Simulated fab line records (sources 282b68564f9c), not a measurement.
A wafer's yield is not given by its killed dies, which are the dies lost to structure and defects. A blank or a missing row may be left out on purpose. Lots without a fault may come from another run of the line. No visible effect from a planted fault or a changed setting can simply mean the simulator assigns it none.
fab line records ; flow rit_cmos
record: lots: 6; wafers: 18; last_day: 7
route steps=202 shown PWELL@49 WELLDRIVE@50 NWELL@51 NRETRO@53 M1@202
lots untouched by any fault: they come from a run of this same line in which no faults occurred
start_h: the number of hours between the record's first day and the start of the first shown wafer of the lot ; wait_h: time in hours since the lot's previous step ; " same as the row above ; L1.1+2: several wafers, shown together as one row ; - no value, or no start given ; * or withheld: withheld ; < > ~ a bound
route shown NAME@n: a module of which the file shows steps, and the number in the route of the first ; usual: mean/standard deviation taken from wafers without a fault ; same: alike in all rows ; chamber/n: place in a boat ; sites: readings site by site ; _std_site: their standard deviation ; _edge_site: inner sites' mean taken away from outer sites' mean ; radius_mm: for every site, how far away it sits from the centre of the wafer ; mask NAME#n: copy n ; behind: the most recent tool/chamber to have shaped the wafer ; hold: what put the lot on hold/how long, in hours/how the hold closed ; device: the n, p or np transistor that did not switch ; end of line: the tests these same wafers got at the end of their route ; a step without rows: its recipe alone ; killed: the dies lost at the first sort to structure and to defects; this is not the yield of the wafer ; map: a wafer's dies, x killed, . not, _ none there
set.NAME: the setting that was run; set.NAME@STEP: the one run at that earlier step ; model.NAME: the simulator's own value behind a step, which no gauge read
a table for each step, a row for each wafer; lots at some steps of the route
services: from which hour (start_h, from the record's first day; less than 0 if before it) a tool's chamber was out of use, for how many hours, and why
== steps ==
step: RIT_PWELL_TW_MEAS_10
usual: PWELL_TW: 950/5.6
lot.wafer;tool;chamber;start_h;wait_h;PWELL_TW
L789.1;film_metro-01;-;23.46;0.1;941
L789.3;film_metro-01;-;23.46;0.1;941
L789.6;film_metro-01;-;23.46;0.1;942
L793.1;film_metro-01;-;44.27;0.1;946
L793.2;film_metro-01;-;44.27;0.1;955
L793.3;film_metro-01;-;44.27;0.1;949
L796.2;film_metro-02;-;62.80;0.1;954
L796.4;film_metro-02;-;62.80;0.1;953
L796.5;film_metro-02;-;62.80;0.1;955
L797.1;film_metro-02;-;65.79;0.1;961
L797.3;film_metro-02;-;65.79;0.1;953
L797.4;film_metro-02;-;65.79;0.1;954
L803.2;film_metro-01;-;94.06;0.1;954
L803.5;film_metro-01;-;94.06;0.1;952
L803.6;film_metro-01;-;94.06;0.1;957
L811.3;film_metro-03;-;133.80;0.1;947
L811.4;film_metro-03;-;133.80;0.1;950
L811.5;film_metro-03;-;133.80;0.1;947
step: RIT_WELLDRIVE_ANNEAL_00
recipe: temp_c: 1100; time_s: 14700; ambient: N2
step: RIT_WELLDRIVE_RS_MEAS_01
recipe: thk_meas_gauge: four-point-probe
usual: NWELL_RS: 275.3/0.91
lot.wafer;tool;chamber;start_h;wait_h;NWELL_RS[ohm/sq]
L789.1;film_metro-01;-;28.60;0.0;275.8
L789.3;film_metro-01;-;28.60;0.0;275.8
L789.6;film_metro-01;-;28.60;0.0;275.8
L793.1;film_metro-03;-;50.41;0.0;275.4
L793.2;film_metro-03;-;50.41;0.0;276.0
L793.3;film_metro-03;-;50.41;0.0;274.7
L796.2;film_metro-02;-;68.92;0.0;276.8
L796.4;film_metro-02;-;68.92;0.0;276.1
L796.5;film_metro-02;-;68.92;0.0;276.8
L797.1;film_metro-02;-;73.20;0.0;274.9
L797.3;film_metro-02;-;73.20;0.0;274.4
L797.4;film_metro-02;-;73.20;0.0;274.6
L803.2;film_metro-03;-;99.21;0.0;276.0
L803.5;film_metro-03;-;99.21;0.0;276.0
L803.6;film_metro-03;-;99.21;0.0;276.0
L811.3;film_metro-02;-;138.96;0.0;273.5
L811.4;film_metro-02;-;138.96;0.0;273.6
L811.5;film_metro-02;-;138.96;0.0;274.1
step: RIT_WELLDRIVE_RS_MEAS_02
recipe: thk_meas_gauge: four-point-probe
usual: PWELL_RS: 429.6/1.2
lot.wafer;tool;chamber;start_h;wait_h;PWELL_RS[ohm/sq]
L789.1;film_metro-01;-;28.72;0.1;430.7
L789.3;film_metro-01;-;28.72;0.1;429.8
L789.6;film_metro-01;-;28.72;0.1;430.7
L793.1;film_metro-03;-;50.53;0.1;429.3
L793.2;film_metro-03;-;50.53;0.1;428.9
L793.3;film_metro-03;-;50.53;0.1;428.5
L796.2;film_metro-02;-;69.04;0.1;429.6
L796.4;film_metro-02;-;69.04;0.1;429.9
L796.5;film_metro-02;-;69.04;0.1;428.3
L797.1;film_metro-02;-;73.32;0.1;429.8
L797.3;film_metro-02;-;73.32;0.1;429.9
L797.4;film_metro-02;-;73.32;0.1;428.8
L803.2;film_metro-03;-;99.33;0.1;427.7
L803.5;film_metro-03;-;99.33;0.1;428.5
L803.6;film_metro-03;-;99.33;0.1;427.8
L811.3;film_metro-02;-;139.08;0.1;429.7
L811.4;film_metro-02;-;139.08;0.1;430.7
L811.5;film_metro-02;-;139.08;0.1;429.7
step: RIT_NRETRO_HMDS_00
recipe: prime_time_s: 60; prime_temp_c: 140
step: RIT_NRETRO_COAT_01
recipe: resist: NOVOLAK; spin_rpm: 2000; resist_thk_nm: 1300
step: RIT_NRETRO_SOFTBAKE_02
recipe: resist: NOVOLAK; temp_c: 90; time_s: 60
step: RIT_NRETRO_EXPOSE_03
recipe: mask_id: M4; na: 0.57; target_cd_nm: 43900; dose_mj: 250
step: RIT_NRETRO_PEB_04
recipe: resist: NOVOLAK; temp_c: withheld; time_s: withheld
step: RIT_NRETRO_DEVELOP_05
recipe: resist: NOVOLAK; develop_time_s: 68; dev_temp_c: 23
step: RIT_NRETRO_OVL_MEAS_06
usual: NRETRO_OVL: 0.3/1.5
lot.wafer;tool;chamber;start_h;wait_h;NRETRO_OVL[nm]
L789.1;overlay-02;-;29.84;-;1.0
L789.3;overlay-02;-;29.84;-;0.4
L789.6;overlay-02;-;29.84;-;1.7
L793.1;overlay-02;-;51.55;-;0.6
L793.2;overlay-02;-;51.55;-;1.4
L793.3;overlay-02;-;51.55;-;0.5
L796.2;overlay-02;-;70.15;-;2.3
L796.4;overlay-02;-;70.15;-;3.5
L796.5;overlay-02;-;70.15;-;0.4
L797.1;overlay-02;-;74.58;-;1.6
L797.3;overlay-02;-;74.58;-;2.3
L797.4;overlay-02;-;74.58;-;1.7
L803.2;overlay-02;-;100.44;-;0.3
L803.5;overlay-02;-;100.44;-;2.0
L803.6;overlay-02;-;100.44;-;0.5
L811.3;overlay-02;-;140.06;-;0.0
L811.4;overlay-02;-;140.06;-;0.3
L811.5;overlay-02;-;140.06;-;-2.3
step: RIT_NRETRO_HARDBAKE_07
recipe: resist: NOVOLAK; temp_c: 140; time_s: 120
step: RIT_NRETRO_IMPLANT_08
recipe: species: P; energy_kev: 70; dose_cm2: 1e+13; tilt_deg: 7
usual: dose_ions_cm2: 1.0001e+13/8.9e+09; faraday_current_uA: 31.7/0.58
lot.wafer;tool;chamber;start_h;wait_h;dose_ions_cm2;faraday_current_uA
L789.1;implanter-02;0;30.13;0.2;1.0005e+13;31.7
L789.3;implanter-02;0;30.13;0.2;1.0001e+13;31.9
L789.6;implanter-02;0;30.13;0.2;9.99e+12;31.1
L793.1;implanter-04;0;51.84;0.2;1.4052e+13;45.2
L793.2;implanter-04;0;51.84;0.2;1.4057e+13;43.5
L793.3;implanter-04;0;51.84;0.2;1.4057e+13;43.4
L796.2;implanter-04;0;70.45;0.2;1.4056e+13;45.6
L796.4;implanter-04;0;70.45;0.2;1.4069e+13;43.7
L796.5;implanter-04;0;70.45;0.2;1.4079e+13;46.2
L797.1;implanter-02;0;75.05;0.2;1.0015e+13;32.6
L797.3;implanter-02;0;75.05;0.2;9.998e+12;31.7
L797.4;implanter-02;0;75.05;0.2;1.0012e+13;31.6
L803.2;implanter-02;0;100.75;0.2;1.0005e+13;31.7
L803.5;implanter-02;0;100.75;0.2;1.0002e+13;31.1
L803.6;implanter-02;0;100.75;0.2;1.0013e+13;33.0
L811.3;implanter-04;0;140.38;0.2;1.0007e+13;31.9
L811.4;implanter-04;0;140.38;0.2;1e+13;31.3
L811.5;implanter-04;0;140.38;0.2;1.0005e+13;32.3
step: RIT_NRETRO_STRIP_09
recipe: chemistry: O2; time_s: 180; resist: NOVOLAK; platen_temp_c: withheld; power_w: 500; pressure_mtorr: 4000; o2_flow_sccm: 4000
usual: chamber_pressure_mTorr: 4000/3.6; drypump_motor_current_A: 5.4/0.33
same: time_s: 180
lot.wafer;tool;chamber;start_h;wait_h;chamber_pressure_mTorr;drypump_motor_current_A;rf_hours_counter_h
L789.1;plasma_asher-03;0;30.28;0.1;4004;5.1;38
L789.3;plasma_asher-03;0;30.28;0.1;4007;5.2;-
L789.6;plasma_asher-03;0;30.28;0.1;3996;5.1;-
L793.1;plasma_asher-04;1;51.99;0.1;3997;5.3;26
L793.2;plasma_asher-04;0;51.99;0.1;4001;6.1;26
L793.3;plasma_asher-04;1;51.99;0.1;4004;5.2;-
L796.2;plasma_asher-02;1;70.58;0.1;4004;4.9;41
L796.4;plasma_asher-02;0;70.58;0.1;3998;5.6;-
L796.5;plasma_asher-02;1;70.58;0.1;4002;4.9;-
L797.1;plasma_asher-02;0;75.20;0.1;4004;5.6;42
L797.3;plasma_asher-02;0;75.20;0.1;3996;5.6;-
L797.4;plasma_asher-02;1;75.20;0.1;4003;4.9;-
L803.2;plasma_asher-04;1;100.87;0.1;3996;5.2;31
L803.5;plasma_asher-04;1;100.87;0.1;4003;5.2;-
L803.6;plasma_asher-04;0;100.87;0.1;4004;6.1;-
L811.3;plasma_asher-03;0;140.54;0.1;3995;5.1;-
L811.4;plasma_asher-03;1;140.54;0.1;4000;5.4;-
L811.5;plasma_asher-03;1;140.54;0.1;3996;5.5;-
step: RIT_NRETRO_TW_MEAS_10
usual: NRETRO_TW: 1053/6.5
lot.wafer;tool;chamber;start_h;wait_h;hold;NRETRO_TW
L789.1;film_metro-02;-;30.46;0.1;-;1053
L789.3;film_metro-02;-;30.46;0.1;-;1050
L789.6;film_metro-02;-;30.46;0.1;-;1044
L793.1;film_metro-04;-;52.16;0.1;await_dispo/0.2h/release;1169
L793.2;film_metro-04;-;52.16;0.1;await_dispo/0.2h/release;1175
L793.3;film_metro-04;-;52.16;0.1;await_dispo/0.2h/release;1181
L793.1;film_metro-04;-;52.39;0.2;-;1181
L793.2;film_metro-04;-;52.39;0.2;-;1184
L793.3;film_metro-04;-;52.39;0.2;-;1181
L796.2;film_metro-04;-;70.76;0.1;await_dispo/0.2h/release;1180
L796.4;film_metro-04;-;70.76;0.1;await_dispo/0.2h/release;1174
L796.5;film_metro-04;-;70.76;0.1;await_dispo/0.2h/release;1177
L796.2;film_metro-04;-;70.99;0.2;-;1177
L796.4;film_metro-04;-;70.99;0.2;-;1175
L796.5;film_metro-04;-;70.99;0.2;-;1180
L797.1;film_metro-03;-;75.37;0.1;-;1038
L797.3;film_metro-03;-;75.37;0.1;-;1033
L797.4;film_metro-03;-;75.37;0.1;-;1041
L803.2;film_metro-03;-;101.06;0.1;-;1047
L803.5;film_metro-03;-;101.06;0.1;-;1044
L803.6;film_metro-03;-;101.06;0.1;-;1047
L811.3;film_metro-04;-;140.68;0.1;-;1055
L811.4;film_metro-04;-;140.68;0.1;-;1053
L811.5;film_metro-04;-;140.68;0.1;-;1055
step: RIT_M1_PROBE_99
usual: killed_at_front_end: 7/3.1; killed_dies: 7/3.1; killed_open: 3.5/2; killed_short: 3.3/2
same: gross_dies: 264; killed_at_M0_to_M3: 0; killed_at_M4_up: 0; killed_at_back_side: 0; killed_at_contacts: 0; killed_at_other: 0
lot.wafer;tool;chamber;start_h;wait_h;killed_at_front_end;killed_dies;killed_open;killed_short
L789.1;prober-02;-;60.67;0.1;8;8;2;6
L789.3;prober-02;-;60.77;0.2;8;8;4;4
L789.6;prober-02;-;60.92;0.2;5;5;1;4
L797.1;prober-02;-;103.42;0.1;5;5;2;3
L797.3;prober-02;-;103.52;0.2;8;8;4;4
L797.4;prober-02;-;103.57;0.2;5;5;3;2
L811.3;prober-02;-;171.06;0.2;6;6;5;1
L811.4;prober-02;-;171.11;0.2;6;6;5;1
L811.5;prober-02;-;171.16;0.2;9;9;7;2
killed by level:class
L789.1 REOX:geometric_particle:short=4 FOX1:geometric_particle:short=1 FOX2:geometric_particle:open=1 REOX:geometric_particle:open=1 SPACER:geometric_particle:short=1
L789.3 GATE:geometric_particle:short=2 REOX:geometric_particle:open=2 FOX1:geometric_particle:open=1 GATE:geometric_particle:open=1 REOX:geometric_particle:short=1 SPACER:geometric_particle:short=1
L789.6 FOX1:geometric_particle:short=2 SPACER:geometric_particle:short=2 FOX1:geometric_particle:open=1
L797.1 GATE:geometric_particle:short=2 FOX1:geometric_particle:short=1 REOX:geometric_particle:open=1 SPACER:geometric_particle:open=1
L797.3 GATE:geometric_particle:short=3 GATE:geometric_particle:open=2 FOX1:geometric_particle:short=1 FOX1:geometric_particle:open=1 REOX:geometric_particle:open=1
L797.4 FOX2:geometric_particle:open=2 FOX1:geometric_particle:short=1 SPACER:geometric_particle:open=1 SPACER:geometric_particle:short=1
L811.3 GATE:geometric_particle:open=3 SPACER:geometric_particle:open=1 SPACER:geometric_particle:short=1 SILICIDE:geometric_particle:open=1
L811.4 REOX:geometric_particle:open=3 GATE:geometric_particle:open=1 GATE:geometric_particle:short=1 SILICIDE:geometric_particle:open=1
L811.5 REOX:geometric_particle:open=4 FOX1:geometric_particle:open=1 GATE:geometric_particle:short=1 GATE:geometric_particle:open=1 SPACER:geometric_particle:open=1 SILICIDE:geometric_particle:short=1
== services ==
tool;chamber;start_h;hours;kind
implanter-04;-;72.57;1.8;repair
plasma_asher-02;-;75.76;0.5;repair
implanter-04;-;81.14;3.6;pm
plasma_asher-02;-;124.14;9.8;repair
implanter-02;-;128.18;0.7;repair
implanter-04;-;132.80;1.8;repair
== key ==
first_sign: step: RIT_NRETRO_IMPLANT_08; reading: dose_ions_cm2; direction: up; sigmas: 99+; usual: 1.0001e+13; struck: 1.4062e+13
effect: step: RIT_NRETRO_IMPLANT_08; reading: faraday_current_uA; direction: up; sigmas: 22; usual: 31.7; struck: 44.6
effect: step: RIT_NRETRO_TW_MEAS_10; reading: visit; direction: added
effect: step: RIT_NRETRO_TW_MEAS_10; reading: NRETRO_TW; direction: up; sigmas: 19; usual: 1053; struck: 1176
met_at RIT_NRETRO_IMPLANT_08
struck_wafers L793.1,L793.2,L793.3,L796.2,L796.4,L796.5
rows_end L796.2
sort_left_out L796.4,L796.5
tester_left_out L793,L796
fault: kind: process_parameter_drift; tool: implanter-04; chamber: -; onset_h: 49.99; steps: RIT_NRETRO_IMPLANT_08; channel: dose_cm2; offset: 4.057e+12; shape: step; end_h: 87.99; acts_in: these_recipes_only; stated: 1e+13
tester_left_out: of these lots the tester's yield and bins aren't shown, on N5 and GAA mostly nor the transistor test; their killed dies are dies lost to structure and defects alone, not to doping, threshold or leakage, so they don't give the yield
sort_left_out: the simulated sort isn't trusted on such a fault, so these wafers' sort isn't shown, and their yield isn't known
rows_end: these wafers met a further fault down the route, and their rows from its step on are left out
